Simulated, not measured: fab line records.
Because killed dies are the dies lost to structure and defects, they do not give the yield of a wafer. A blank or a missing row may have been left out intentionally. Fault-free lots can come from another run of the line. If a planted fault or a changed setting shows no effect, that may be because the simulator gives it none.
A lot that was struck, set against a sound lot | flow rit-cmos | 15 out of 202 route steps
Sound: wafers L166.2, L166.3, L166.5. Wafers L172.1, L172.2, L172.4 were the ones struck. The cause comes at the end.
Each step with rows lists, per side, the tool, then ch with its chambers, then its first start. Under that, the readings that differ: sound wafers | struck wafers | difference of the means | sigmas: that difference in standard deviations of wafers without a fault.
alike: readings whose means differ by less than 2 such deviations, and words and numbers that are the same on both sides. not compared: withheld readings, readings that some wafer has no value for, bounds like >300 that may hide the same value, and numbers for which the record gives no deviation and whose values overlap.
Wherever a step has rows on one side only, a row that says differs or no value, or a row with sigmas, the two part there. Numbers that have no deviation but don't overlap get no sigmas and don't part them. A reading missing from all wafers of one side parts the sides only when that side holds two or more wafers.

first, 4 steps without rows for these wafers: RIT_PSD_SOFTBAKE_02 (time 58.18 s); RIT_PSD_EXPOSE_03 (exposes mask M10, target cd 40900 nm); RIT_PSD_PEB_04; RIT_PSD_DEVELOP_05 (develop time 50 s).
RIT_PSD_OVL_MEAS_06:
  sound on overlay-02, day 4 06:47; struck on overlay-01, day 5 13:40
  reading      | sound          | struck      | difference | sigmas
  PSD_OVL (nm) | -1.2 -2.6 -0.4 | 2.6 2.0 2.7 | +3.8       | +2
then, 2 steps without rows for these wafers: RIT_PSD_HARDBAKE_07 (time 60 s); RIT_PSD_IMPLANT_08.
RIT_PSD_STRIP_09: strips in O2, time 180 s.
  sound on plasma-asher-03 ch 0, day 4 07:07; struck on plasma-asher-01 ch 0,1, day 5 14:00
  alike: drypump-motor-current-A
  not compared: rf-hours-counter-h
RIT_PSD_TW_MEAS_10:
  sound on film-metro-04, day 4 07:18; struck on film-metro-02, day 5 14:10
  reading | sound          | struck         | difference | sigmas
  PSD_TW  | 3451 3441 3434 | 3363 3371 3367 | -75        | -3
then, 3 steps without rows for these wafers: RIT_SDANNEAL_CLEAN_00 (cleans in SC1, time 600 s); RIT_SDANNEAL_CLEAN_01 (cleans in dHF, time 30 s); RIT_SDANNEAL_CLEAN_02 (cleans in SC2, time 600 s).
RIT_SDANNEAL_RTA_03: time 5 s.
  sound on rtp-anneal-02 ch 0, day 4 07:46; struck on rtp-anneal-02 ch 0, day 5 14:36
  reading          | sound                | struck               | difference | sigmas
  wafer_temp_C_max | 1052.9 1051.0 1055.2 | 1084.4 1086.4 1085.6 | +32.4      | +29
RIT_SDANNEAL_RS_MEAS_04: measurement is done with a four-point probe.
  sound on film-metro-03, day 4 07:50; struck on film-metro-04, day 5 15:01
  reading         | sound             | struck         | difference | sigmas
  PSD_RS (ohm/sq) | 116.2 116.0 116.0 | 93.9 93.8 93.7 | -22.3      | -70
  not compared: hold
RIT_M1_PROBE_99:
  sound wafers here have rows in the record (prober-01, day 4 16:50); struck ones have none

## WHERE THEY PART
Earliest at RIT_PSD_OVL_MEAS_06; latest, in this record, at RIT_M1_PROBE_99.

WHY: whatever the simulator had introduced
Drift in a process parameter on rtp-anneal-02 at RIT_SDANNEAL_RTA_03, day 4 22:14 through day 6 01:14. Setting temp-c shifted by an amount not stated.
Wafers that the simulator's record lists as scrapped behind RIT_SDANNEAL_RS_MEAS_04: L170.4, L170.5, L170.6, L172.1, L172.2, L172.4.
